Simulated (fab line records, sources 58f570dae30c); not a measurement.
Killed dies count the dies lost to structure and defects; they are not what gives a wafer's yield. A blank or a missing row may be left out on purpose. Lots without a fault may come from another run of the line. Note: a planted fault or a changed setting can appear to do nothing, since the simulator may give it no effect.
What tool caused it?	flow berkeley_cmos170	14 lots with 42 wafers sampled at 3 steps, on a route of 331 steps

WHAT THE GAUGES SHOWED, per wafer
UCB170_NLDD_TW_MEAS_11. Usual: NLDD_TW gives 2202 (standard deviation 22).
lot	measured	on	NLDD_TW	flag
L147	day 7 22:56	film_metro-02	2220 2214 2233	
L148	day 8 10:55	film_metro-02	2197 2194 2203	
L150	day 8 11:11	film_metro-04	2213 2207 2222	
L151	day 8 11:28	film_metro-02	2208 2196 2195	
L149	day 8 11:46	film_metro-04	2223 2213 2214	
L153	day 8 23:28	film_metro-03	2178 2189 2180	
L152	day 9 00:16	film_metro-03	2173 2175 2187	
L155	day 9 16:44	film_metro-02	2228 2224 2229	
L157	day 10 06:44	film_metro-03	2189 2173 2185	
L163	day 11 08:10	film_metro-03	2288 2292 2295 2315 2298 2280	OFF
L162	day 11 08:17	film_metro-04	2205 2207 2195	
L165	day 11 22:04	film_metro-04	2334 2325 2339 2346 2345 2341	OFF
L168	day 12 07:59	film_metro-04	2217 2217 2228	
L167	day 12 08:29	film_metro-03	2153 2172 2168	

UCB170_SDANNEAL_RS_MEAS_05: measures by four-point-probe. Usual: NLDD_RS gives 618.0 ohm/sq (standard deviation 1.2).
lot	measured	on	NLDD_RS (ohm/sq)	flag
L147	day 8 15:10	film_metro-03	619.4 618.8 618.2	
L148	day 9 01:12	film_metro-02	617.2 616.9 616.7	
L150	day 9 01:41	film_metro-02	616.5 616.4 616.8	
L151	day 9 01:28	film_metro-04	619.3 617.8 617.7	
L149	day 9 01:12	film_metro-03	619.3 620.1 616.2	
L153	day 9 12:59	film_metro-04	618.6 621.2 618.5	
L152	day 9 12:38	film_metro-03	620.2 620.1 620.4	
L155	day 10 03:50	film_metro-04	618.0 617.8 616.3	
L157	day 10 17:53	film_metro-02	619.0 620.1 618.2	
L163	day 11 20:14	film_metro-03	537.2 538.1 537.3 536.3 538.8 538.1	OFF
L162	day 11 20:47	film_metro-03	618.2 616.7 616.7	
L165	day 12 08:29	film_metro-02	536.7 536.3 535.8 536.2 536.1 535.9	OFF
L168	day 12 20:52	film_metro-02	617.0 617.7 617.9	
L167	day 12 22:10	film_metro-04	618.6 618.4 615.3	

EACH LOT AND THE TOOL THAT RAN IT (in order: tool; ch and the chambers of the sampled wafers; start)
lot	UCB170_NLDD_IMPLANT_09
L147	implanter-02 ch 0, day 7 22:41
L148	implanter-04 ch 0, day 8 10:40
L150	implanter-02 ch 0, day 8 10:56
L151	implanter-04 ch 0, day 8 11:14
L149	implanter-04 ch 0, day 8 11:31
L153	implanter-04 ch 0, day 8 23:14
L152	implanter-01 ch 0, day 9 00:02
L155	implanter-01 ch 0, day 9 16:29
L157	implanter-04 ch 0, day 10 06:29
L163	implanter-04 ch 0, day 11 07:55
L162	implanter-02 ch 0, day 11 08:02
L165	implanter-04 ch 0, day 11 21:49
L168	implanter-01 ch 0, day 12 07:47
L167	implanter-02 ch 0, day 12 08:13
- UCB170_NLDD_IMPLANT_09

WHAT THE TOOLS THEMSELVES READ (means of the sampled wafers that have a number; where no wafer has one, the mark that the record gives instead)
UCB170_NLDD_IMPLANT_09. Usual: dose_ions_cm2 5.002e+13, standard deviation 5.1e+10; faraday_current_uA 158.8, standard deviation 3.
lot	tool	dose_ions_cm2	faraday_current_uA	flag
L147	implanter-02	5.000e+13	158.4	
L148	implanter-04	5.002e+13	160.8	
L150	implanter-02	5.007e+13	158.5	
L151	implanter-04	4.996e+13	157.2	
L149	implanter-04	5.001e+13	159.1	
L153	implanter-04	5.006e+13	156.9	
L152	implanter-01	5.006e+13	157.6	
L155	implanter-01	5.002e+13	158.4	
L157	implanter-04	5.002e+13	160.2	
L163	implanter-04	7.258e+13	228.9	OFF
L162	implanter-02	5.003e+13	158.7	
L165	implanter-04	7.253e+13	228.9	OFF
L168	implanter-01	4.997e+13	161.1	
L167	implanter-02	4.994e+13	160.6	

THE ANSWER, worked out from the rows above alone
Rule: a lot counts as off when the mean over its wafers that have a number is more than 3 standard deviations away from the usual mean. A lot without any number at a reading at which 4 lots or more have one is off too. Any other lot the step has rows for is counted as sound. The gauges are gone through in route order, then the tools' own readings, and for those a lot's mean is taken as printed above. At the first step where some lot is off, the reading lying furthest off is the one used; lots without a number count as furthest.
Off: L163, L165, seen at UCB170_NLDD_TW_MEAS_11 (NLDD_TW).
A tool fits if, at a process step before that reading, it ran every lot that is off, and no sound lot after the first of them. Not tried: the gauges at UCB170_NLDD_TW_MEAS_11; whatever is off there is also off at UCB170_NLDD_IMPLANT_09, on other tools, and gauge error can't account for it. One fits: implanter-04 at UCB170_NLDD_IMPLANT_09. Its last sound lot is L157 (day 10 06:29), its first lot that is off L163 (day 11 07:55): a fault that began between those two fits.
The tool's own readings at UCB170_NLDD_IMPLANT_09 bear it out: on the lots that are off they differ by more than 5 times the standard deviation of the sound lots' means. dose_ions_cm2 reads 7.256e+13 there against 5.001e+13 on the sound lots; faraday_current_uA reads 228.9 there against 159.0 on the sound lots.

WHAT THE SIMULATOR HAD PUT IN
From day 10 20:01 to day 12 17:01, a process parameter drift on implanter-04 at UCB170_NLDD_IMPLANT_09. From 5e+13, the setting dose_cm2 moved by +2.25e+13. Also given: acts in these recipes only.
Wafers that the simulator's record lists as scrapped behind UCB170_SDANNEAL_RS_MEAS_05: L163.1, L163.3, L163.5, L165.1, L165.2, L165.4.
Shown lots that were struck: L163, L165. Same finding as the rule above.
